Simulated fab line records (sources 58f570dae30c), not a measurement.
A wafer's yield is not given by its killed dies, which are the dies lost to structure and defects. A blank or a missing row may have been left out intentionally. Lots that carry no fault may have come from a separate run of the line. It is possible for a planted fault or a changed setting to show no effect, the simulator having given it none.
Which tool was responsible? + flow berkeley-cmos170 + Sampling: 24 lots, 72 wafers, 6 of 331 route steps

== WHAT THE GAUGES SHOWED, per wafer ==
UCB170_START_BOW_MEAS_00. Usual: INCOMING_BOW gives 1 um (standard deviation 6.3).
| lot  | measured    | on            | INCOMING_BOW (um) | flag |
|------|-------------|---------------|-------------------|------|
| L074 | day 1 10:00 | film-metro-02 | 13 8 3            |      |
| L075 | day 1 15:01 | film-metro-03 | 4 -13 -9          |      |
| L076 | day 1 20:00 | film-metro-03 | -8 -16 -4         |      |
| L077 | day 2 01:02 | film-metro-02 | -7 -5 -8          |      |
| L078 | day 2 06:00 | film-metro-02 | -4 1 -8           |      |
| L079 | day 2 11:00 | film-metro-02 | 6 -3 10           |      |
| L080 | day 2 16:04 | film-metro-02 | 7 -1 11           |      |
| L081 | day 2 21:00 | film-metro-02 | -1 6 -9           |      |
| L082 | day 3 02:00 | film-metro-02 | -5 7 1            |      |
| L083 | day 3 07:04 | film-metro-01 | 1 5 -5            |      |
| L084 | day 3 12:00 | film-metro-02 | 9 13 8            |      |
| L085 | day 3 17:01 | film-metro-02 | 6 -6 -3           |      |
| L086 | day 3 22:01 | film-metro-01 | -1 -15 10         |      |
| L087 | day 4 03:01 | film-metro-03 | 5 1 8             |      |
| L088 | day 4 08:00 | film-metro-01 | -9 -4 -3          |      |
| L089 | day 4 13:00 | film-metro-02 | -11 11 10         |      |
| L090 | day 4 18:00 | film-metro-01 | 7 0 5             |      |
| L091 | day 4 23:00 | film-metro-03 | -2 2 -2           |      |
| L092 | day 5 04:00 | film-metro-03 | 7 -10 4           |      |
| L093 | day 5 09:00 | film-metro-03 | -3 1 2            |      |
| L094 | day 5 14:02 | film-metro-01 | -5 -5 -1          |      |
| L095 | day 5 19:00 | film-metro-02 | 3 2 -3            |      |
| L096 | day 6 00:01 | film-metro-01 | -1 7 14           |      |
| L097 | day 6 05:04 | film-metro-02 | -4 10 2           |      |

UCB170_ACTIVE_THK_MEAS_06. Usual: ACTIVE_NITRIDE_THK gives 220.1 nm (standard deviation 2.4).
| lot  | measured    | on            | ACTIVE_NITRIDE_THK (nm) | flag |
|------|-------------|---------------|-------------------------|------|
| L074 | day 4 03:44 | film-metro-03 | 215.7 215.9 216.3       |      |
| L075 | day 4 15:28 | film-metro-01 | 219.1 220.7 220.9       |      |
| L076 | day 4 15:27 | film-metro-02 | 217.4 217.0 216.0       |      |
| L077 | day 4 15:28 | film-metro-03 | 217.1 218.4 220.0       |      |
| L078 | day 5 01:28 | film-metro-02 | 218.7 219.0 218.8       |      |
| L079 | day 5 11:09 | film-metro-01 | 224.5 224.4 224.6       |      |
| L080 | day 5 01:29 | film-metro-03 | 217.1 217.4 217.2       |      |
| L081 | day 5 11:09 | film-metro-02 | 218.7 220.4 219.5       |      |
| L082 | day 5 20:08 | film-metro-01 | 218.3 218.6 218.2       |      |
| L083 | day 5 20:10 | film-metro-03 | 218.8 218.9 220.2       |      |
| L084 | day 6 03:10 | film-metro-01 | 219.5 222.6 222.1       |      |
| L085 | day 6 05:05 | film-metro-03 | 216.8 219.6 219.5       |      |
| L086 | day 6 05:05 | film-metro-01 | 221.3 218.2 220.3       |      |
| L087 | day 6 21:52 | film-metro-03 | 217.4 217.6 219.4       |      |
| L088 | day 7 08:29 | film-metro-03 | 224.8 225.8 225.1       |      |
| L089 | day 7 08:32 | film-metro-03 | 219.1 220.1 220.7       |      |
| L090 | day 7 08:29 | film-metro-01 | 222.7 221.9 223.8       |      |
| L091 | day 7 15:25 | film-metro-02 | 225.2 222.8 222.4       |      |
| L092 | day 7 15:25 | film-metro-01 | 218.1 218.3 220.5       |      |
| L093 | day 8 07:08 | film-metro-02 | 219.9 219.0 219.7       |      |
| L094 | day 8 07:10 | film-metro-03 | 222.6 223.2 223.2       |      |
| L095 | day 8 15:01 | film-metro-01 | 219.8 221.5 219.8       |      |
| L096 | day 8 20:33 | film-metro-02 | 220.2 220.2 221.4       |      |
| L097 | day 9 02:07 | film-metro-03 | 219.9 221.1 219.8       |      |

UCB170_PFIELD_OVL_MEAS_06. Usual: PFIELD_OVL gives -1 nm (standard deviation 4.7).
| lot  | measured    | on         | PFIELD_OVL (nm) | flag |
|------|-------------|------------|-----------------|------|
| L074 | day 4 07:52 | overlay-02 | -6 1 -5         |      |
| L075 | day 4 18:08 | overlay-01 | -5 -7 -7        |      |
| L076 | day 4 18:52 | overlay-02 | 1 -1 1          |      |
| L077 | day 4 18:41 | overlay-01 | 7 1 -2          |      |
| L078 | day 5 05:58 | overlay-02 | -13 -9 -8       |      |
| L079 | day 5 13:59 | overlay-01 | -1 -6 3         |      |
| L080 | day 5 06:16 | overlay-02 | 3 -2 -4         |      |
| L081 | day 5 14:20 | overlay-02 | -3 -3 -1        |      |
| L082 | day 5 23:53 | overlay-02 | 4 -6 2          |      |
| L083 | day 6 00:21 | overlay-02 | -5 -6 -3        |      |
| L084 | day 6 09:55 | overlay-02 | -4 -3 -3        |      |
| L085 | day 6 11:47 | overlay-02 | -2 5 -5         |      |
| L086 | day 6 11:28 | overlay-02 | -6 7 -3         |      |
| L087 | day 7 00:31 | overlay-02 | -8 -7 -12       |      |
| L088 | day 7 11:31 | overlay-01 | 6 7 3           |      |
| L089 | day 7 11:52 | overlay-01 | 2 -5 3          |      |
| L090 | day 7 11:37 | overlay-01 | -6 -11 -4       |      |
| L091 | day 7 18:50 | overlay-02 | 4 2 1           |      |
| L092 | day 7 19:16 | overlay-02 | 5 6 -2          |      |
| L093 | day 8 12:44 | overlay-01 | 0 2 5           |      |
| L094 | day 8 12:28 | overlay-02 | 0 -1 -7         |      |
| L095 | day 8 19:52 | overlay-02 | -4 2 3          |      |
| L096 | day 8 23:29 | overlay-01 | 4 1 -3          |      |
| L097 | day 9 06:04 | overlay-02 | -2 -9 3         |      |

UCB170_V2_CD_MEAS_12: the cd target is 700 nm. Usual: cd-nm reads 700.0 nm (standard deviation 1.2).
| lot  | measured     | on        | cd-nm (nm)        | flag |
|------|--------------|-----------|-------------------|------|
| L074 | day 7 11:54  | cd-sem-02 | 700.4 701.1 700.1 |      |
| L075 | day 7 17:48  | cd-sem-02 | 698.3 697.3 698.7 |      |
| L076 | day 7 18:43  | cd-sem-02 | 699.8 700.1 700.7 |      |
| L077 | day 7 19:19  | cd-sem-02 | 696.2 698.2 699.3 |      |
| L078 | day 8 17:55  | cd-sem-01 | 701.6 701.5 701.8 |      |
| L079 | day 9 03:10  | cd-sem-02 | 700.3 700.4 700.6 |      |
| L080 | day 8 18:15  | cd-sem-02 | 698.5 700.4 700.6 |      |
| L081 | day 9 03:53  | cd-sem-01 | 698.0 697.5 698.2 |      |
| L082 | day 9 06:41  | cd-sem-02 | 702.8 702.0 701.6 |      |
| L083 | day 9 06:52  | cd-sem-02 | 700.2 700.5 699.8 |      |
| L084 | day 10 00:15 | cd-sem-02 | 701.6 701.0 699.2 |      |
| L085 | day 9 23:58  | cd-sem-01 | 699.6 700.5 700.1 |      |
| L086 | day 9 23:22  | cd-sem-01 | 699.6 699.9 699.8 |      |
| L087 | day 10 10:16 | cd-sem-02 | 698.7 698.3 699.5 |      |
| L088 | day 10 18:32 | cd-sem-01 | 700.8 700.6 701.7 |      |
| L089 | day 10 18:49 | cd-sem-02 | 700.1 701.2 701.3 |      |
| L090 | day 11 00:43 | cd-sem-01 | 701.4 701.0 702.5 |      |
| L091 | day 11 05:26 | cd-sem-02 | 700.1 700.2 700.3 |      |
| L092 | day 11 05:08 | cd-sem-01 | 698.9 700.2 698.6 |      |
| L093 | day 11 17:27 | cd-sem-02 | 700.2 700.1 700.0 |      |
| L094 | day 11 17:17 | cd-sem-01 | 697.7 697.8 698.3 |      |
| L095 | day 12 01:14 | cd-sem-01 | 698.7 699.5 699.5 |      |
| L096 | day 12 00:53 | cd-sem-01 | 700.7 700.8 701.0 |      |
| L097 | day 12 13:48 | cd-sem-02 | 699.2 699.6 700.7 |      |

UCB170_M3_BOW_MEAS_20. Usual: M3_BOW gives 35 um (standard deviation 6.9).
| lot  | measured     | on            | M3_BOW (um) | flag |
|------|--------------|---------------|-------------|------|
| L074 | day 7 15:09  | film-metro-01 | 45 41 36    |      |
| L075 | day 7 22:20  | film-metro-02 | 36 21 24    |      |
| L076 | day 7 22:52  | film-metro-02 | 31 24 34    |      |
| L077 | day 7 23:14  | film-metro-02 | 29 29 27    |      |
| L078 | day 8 21:44  | film-metro-02 | 29 33 25    |      |
| L079 | day 9 06:55  | film-metro-01 | 42 33 46    |      |
| L080 | day 8 22:02  | film-metro-03 | 44 35 46    |      |
| L081 | day 9 07:35  | film-metro-01 | 38 44 30    |      |
| L082 | day 9 11:09  | film-metro-02 | 29 41 35    |      |
| L083 | day 9 11:31  | film-metro-03 | 33 37 27    |      |
| L084 | day 10 04:11 | film-metro-03 | 42 45 39    |      |
| L085 | day 10 03:56 | film-metro-03 | 44 35 37    |      |
| L086 | day 10 03:34 | film-metro-01 | 30 16 40    |      |
| L087 | day 10 13:28 | film-metro-03 | 35 32 39    |      |
| L088 | day 10 22:21 | film-metro-01 | 21 25 25    |      |
| L089 | day 10 22:35 | film-metro-02 | 25 46 45    |      |
| L090 | day 11 04:07 | film-metro-01 | 43 37 42    |      |
| L091 | day 11 08:46 | film-metro-03 | 31 36 30    |      |
| L092 | day 11 08:43 | film-metro-01 | 36 19 34    |      |
| L093 | day 11 21:23 | film-metro-02 | 31 35 35    |      |
| L094 | day 11 21:04 | film-metro-01 | 25 25 29    |      |
| L095 | day 12 04:37 | film-metro-01 | 38 35 31    |      |
| L096 | day 12 04:31 | film-metro-01 | 30 38 45    |      |
| L097 | day 12 16:59 | film-metro-03 | 34 48 40    |      |

== EACH LOT AND THE TOOL THAT RAN IT (in order: tool; ch and the chambers of the sampled wafers; start) ==
| lot  | UCB170_V2_CVD_00                |
|------|---------------------------------|
| L074 | pecvd-04 ch 0,1,2, day 7 10:02  |
| L075 | pecvd-04 ch 0,2, day 7 15:46    |
| L076 | pecvd-03 ch 0,2, day 7 16:11    |
| L077 | pecvd-01 ch 1,2, day 7 16:28    |
| L078 | pecvd-03 ch 0,1,2, day 8 16:05  |
| L079 | pecvd-03 ch 0,1, day 9 00:57    |
| L080 | pecvd-04 ch 0,1,2, day 8 16:26  |
| L081 | pecvd-04 ch 0,1,2, day 9 01:14  |
| L082 | pecvd-01 ch 0,1,2, day 9 04:37  |
| L083 | pecvd-03 ch 0,1,2, day 9 04:55  |
| L084 | pecvd-03 ch 0,1, day 9 22:22    |
| L085 | pecvd-01 ch 1,2, day 9 22:07    |
| L086 | pecvd-04 ch 0,1, day 9 21:31    |
| L087 | pecvd-04 ch 0,1,2, day 10 08:25 |
| L088 | pecvd-01 ch 0,1,2, day 10 16:02 |
| L089 | pecvd-03 ch 1,2, day 10 16:35   |
| L090 | pecvd-03 ch 0,1,2, day 10 22:43 |
| L091 | pecvd-04 ch 0,1,2, day 11 03:21 |
| L092 | pecvd-01 ch 0,1, day 11 03:17   |
| L093 | pecvd-01 ch 0,2, day 11 14:31   |
| L094 | pecvd-04 ch 0,1, day 11 13:59   |
| L095 | pecvd-01 ch 0,1,2, day 11 23:22 |
| L096 | pecvd-03 ch 0,2, day 11 23:02   |
| L097 | pecvd-03 ch 0,1,2, day 12 11:47 |
- UCB170_V2_CVD_00: deposits SiO2 from TEOS/O2, target thk 2000 nm, time 250 s.

== WHAT THE TOOLS THEMSELVES READ (means of the sampled wafers that have a number; where no wafer has one, the mark that the record gives instead) ==
UCB170_V2_CVD_00. Usual: heater-power-w reads 221 W (standard deviation 43).
| lot  | tool     | heater-power-w (W) | flag |
|------|----------|--------------------|------|
| L074 | pecvd-04 | 237                |      |
| L075 | pecvd-04 | 219                |      |
| L076 | pecvd-03 | 194                |      |
| L077 | pecvd-01 | 220                |      |
| L078 | pecvd-03 | 181                |      |
| L079 | pecvd-03 | 211                |      |
| L080 | pecvd-04 | 179                |      |
| L081 | pecvd-04 | 217                |      |
| L082 | pecvd-01 | 223                |      |
| L083 | pecvd-03 | 191                |      |
| L084 | pecvd-03 | 241                |      |
| L085 | pecvd-01 | 206                |      |
| L086 | pecvd-04 | 224                |      |
| L087 | pecvd-04 | 233                |      |
| L088 | pecvd-01 | 239                |      |
| L089 | pecvd-03 | 228                |      |
| L090 | pecvd-03 | 231                |      |
| L091 | pecvd-04 | 234                |      |
| L092 | pecvd-01 | 245                |      |
| L093 | pecvd-01 | 221                |      |
| L094 | pecvd-04 | 272                |      |
| L095 | pecvd-01 | 216                |      |
| L096 | pecvd-03 | 224                |      |
| L097 | pecvd-03 | 212                |      |

== THE ANSWER, worked out from the rows above alone ==
Rule: a lot is off if the mean of its wafers that have a number lies more than 3 standard deviations from the usual mean. A lot without any number at a reading at which 4 lots or more have one is off too. Where the step has rows for the other lots, those lots are counted as sound. Order of review: gauges by route order, followed by the tools' own readings, for which a lot's mean as printed above is used. At the first step where some lot is off, the reading lying furthest off is the one used; lots without a number count as furthest.
No lot is off at any reading shown: from this, nothing can be told.

== WHAT THE SIMULATOR PUT IN ==
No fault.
